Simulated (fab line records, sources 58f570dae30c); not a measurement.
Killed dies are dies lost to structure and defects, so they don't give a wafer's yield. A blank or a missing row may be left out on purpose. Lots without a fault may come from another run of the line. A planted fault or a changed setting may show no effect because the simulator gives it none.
One fault seen from 2 desks | flow berkeley_cmos170 | each desk has only its own numbers; what lay behind them comes last

THE METROLOGY DESK
What the gauges read, lot by lot, whatever tool the lot ran on: means of the sampled wafers that have a number. A lot is out of limits, marked OUT, if its mean lies more than 4 standard deviations from the usual mean; the brackets give that distance.
Columns: A = NWELL_TW at UCB170_NWELL_TW_MEAS_16, usual 1248; B = SACOX_OXIDE_THK at UCB170_SACOX_THK_MEAS_02, usual 14.38 nm; C = PLDD_TW at UCB170_PLDD_TW_MEAS_11, usual 1014
lot  | first seen here | A               | B     | C
L351 | day 2 07:08     | 1263            | 14.36 | 998
L352 | day 2 19:11     | 1242            | 14.27 | 1012
L353 | day 3 01:20     | 1241            | 14.67 | 1026
L354 | day 3 05:56     | 1236            | 14.89 | 1012
L355 | day 3 13:41     | 1244            | 14.58 | 1024
L356 | day 3 14:25     | 1241            | 14.42 | 1015
L358 | day 3 22:43     | 1254            | 14.18 | 1013
L359 | day 4 07:05     | 1239            | 14.54 | 1024
L363 | day 5 05:28     | 1138 (-9.2) OUT | 14.51 | 1019
L364 | day 5 10:26     | 1136 (-9.4) OUT | 14.16 | 1023
L367 | day 5 19:34     | 1243            | 14.36 | 1021
L369 | day 6 03:46     | 1243            | 14.24 | 1009
L371 | day 6 18:43     | 1261            | 14.37 | 1023
L372 | day 7 00:26     | 1267            | 14.29 | 1000
This desk's finding: out of limits on L363, L364; first on L363, day 5 05:28 (NWELL_TW at UCB170_NWELL_TW_MEAS_16). In limits: L351, L352, L353, L354, L355, L356, L358, L359, L367, L369, L371, L372.

THE TOOL OWNER'S DESK: implanter-03
The tool's own readings at UCB170_NWELL_IMPLANT_14: means of the sampled wafers that have a number, for each lot that ran on this tool. A lot is out of limits, marked OUT, if its mean lies more than 4 standard deviations from the usual mean; the brackets give that distance.
Columns: A = beam_energy_keV at UCB170_NWELL_IMPLANT_14, usual 150.00; B = dose_ions_cm2 at UCB170_NWELL_IMPLANT_14, usual 1.0001e+13; C = faraday_current_uA at UCB170_NWELL_IMPLANT_14, usual 31.7
lot  | first seen here | A      | B                            | C
L356 | day 3 14:10     | 149.98 | 1.0006e+13                   | 31.7
L363 | day 5 05:13     | 150.03 | 7.2270e+12 (-99 or more) OUT | 23.0 (-13) OUT
L364 | day 5 10:11     | 150.03 | 7.2260e+12 (-99 or more) OUT | 22.8 (-13) OUT
This desk's finding: out of limits on L363, L364; first on L363, day 5 05:13 (dose_ions_cm2 at UCB170_NWELL_IMPLANT_14). In limits: L356.

PUT TOGETHER
The tool owner's desk could have raised an alarm at day 5 05:13, on L363, L364.
The metrology desk could have raised an alarm at day 5 05:28, on L363, L364.
Of the lots named, all ran UCB170_NWELL_IMPLANT_14 on implanter-03.

WHAT THE SIMULATOR HAD PUT IN
Process parameter drift: implanter-03, from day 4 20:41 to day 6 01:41, at UCB170_NWELL_IMPLANT_14. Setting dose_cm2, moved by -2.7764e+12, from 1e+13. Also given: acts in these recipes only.
Lots struck among those shown: L363, L364.
Hours from the fault's start to each desk's first reading out of limits: the tool owner's desk, 9; the metrology desk, 9.
